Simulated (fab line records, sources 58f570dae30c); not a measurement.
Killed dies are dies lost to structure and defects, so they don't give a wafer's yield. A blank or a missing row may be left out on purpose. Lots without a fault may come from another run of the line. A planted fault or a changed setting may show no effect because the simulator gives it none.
A struck lot beside a sound one | flow berkeley_cmos170 | 14 steps out of a route of 331
Sound: wafers L147.3, L147.4, L147.6. Struck: wafers L139.1, L139.4, L139.6. The cause comes at the end.
At each step with rows: each side's tool, then ch and its chambers, then its first start. Under that, the readings that differ: sound wafers | struck wafers | difference of the means | sigmas: that difference in standard deviations of wafers without a fault.
alike: readings whose means differ by less than 2 such deviations, and words and numbers that are the same on both sides. not compared: withheld readings, readings that some wafer has no value for, bounds like >300 that may hide the same value, and numbers for which the record gives no deviation and whose values overlap.
The two part at a step that has a row with sigmas, a row that says differs or no value, or rows on one side only. Numbers that don't overlap but have no deviation are shown without sigmas and don't part them. A reading that every wafer of one side lacks parts them only if that side has two wafers or more.

first, 2 steps without rows for these wafers: UCB170_PWELL_ANNEAL_04 (time 900 s); UCB170_PWELL_CVD_05 (deposits Si3N4 from SiH2Cl2/NH3, target thk 220 nm, time 3300 s).
UCB170_PWELL_THK_MEAS_06:
  sound on film_metro-02, day 6 18:39; struck on film_metro-03, day 4 13:04
  alike: PWELL_NITRIDE_THK
then, 6 steps without rows for these wafers: UCB170_PWELL_HMDS_07 (prime time 60 s); UCB170_PWELL_COAT_08 (resist thk 900 nm); UCB170_PWELL_SOFTBAKE_09 (time 60 s); UCB170_PWELL_EXPOSE_10 (exposes mask PWELL, target cd 3000 nm); UCB170_PWELL_PEB_11; UCB170_PWELL_DEVELOP_12 (develop time 45 s).
UCB170_PWELL_OVL_MEAS_13:
  sound on overlay-02, day 6 19:46; struck on overlay-02, day 4 14:06
  alike: PWELL_OVL
UCB170_PWELL_ETCH_14: etches Si3N4 in CH3F/Ar/O2, stops on SiO2, target depth 242 nm, time 151 s.
  sound on rie_diel-03 ch 0,3, day 6 19:47; struck on rie_diel-02 ch 2,3, day 4 14:08
  reading                | sound          | struck         | difference | sigmas
  throttle_valve_pct (%) | 7.88 7.88 8.20 | 8.26 8.29 8.28 | +0.29      | +2
  alike: O2_flow_sccm, drypump_motor_current_A, oes_product_au
  not compared: rf_hours_counter_h
then, 1 step without rows for these wafers: UCB170_PWELL_IMPLANT_15.
UCB170_PWELL_STRIP_16: strips in O2.
  sound on plasma_asher-04 ch 0,1, day 6 20:04; struck on plasma_asher-04 ch 0,1, day 4 14:23
  no value came back on the struck wafers for any of 5 readings (chamber_pressure_mTorr (mTorr), drypump_motor_current_A (A) and others); on the sound wafers chamber_pressure_mTorr (mTorr) reads 3497.8 3502.7 3500.5
  reading                                | sound | struck            | difference | sigmas
  model.KrF_of_PWELL_COAT_08.thk_nm (nm) | 0 0 0 | 727.2 719.2 726.1 | +724.2     |
  not compared: rf_hours_counter_h
UCB170_PWELL_TW_MEAS_17:
  sound on film_metro-03, day 6 20:17; struck on film_metro-03, day 4 14:29
  alike: PWELL_TW

WHERE THEY PART
First at UCB170_PWELL_ETCH_14; last, within this record, at UCB170_PWELL_STRIP_16. Later steps at which nothing parts them and some readings are alike: UCB170_PWELL_TW_MEAS_17.

WHY: what the simulator had put in
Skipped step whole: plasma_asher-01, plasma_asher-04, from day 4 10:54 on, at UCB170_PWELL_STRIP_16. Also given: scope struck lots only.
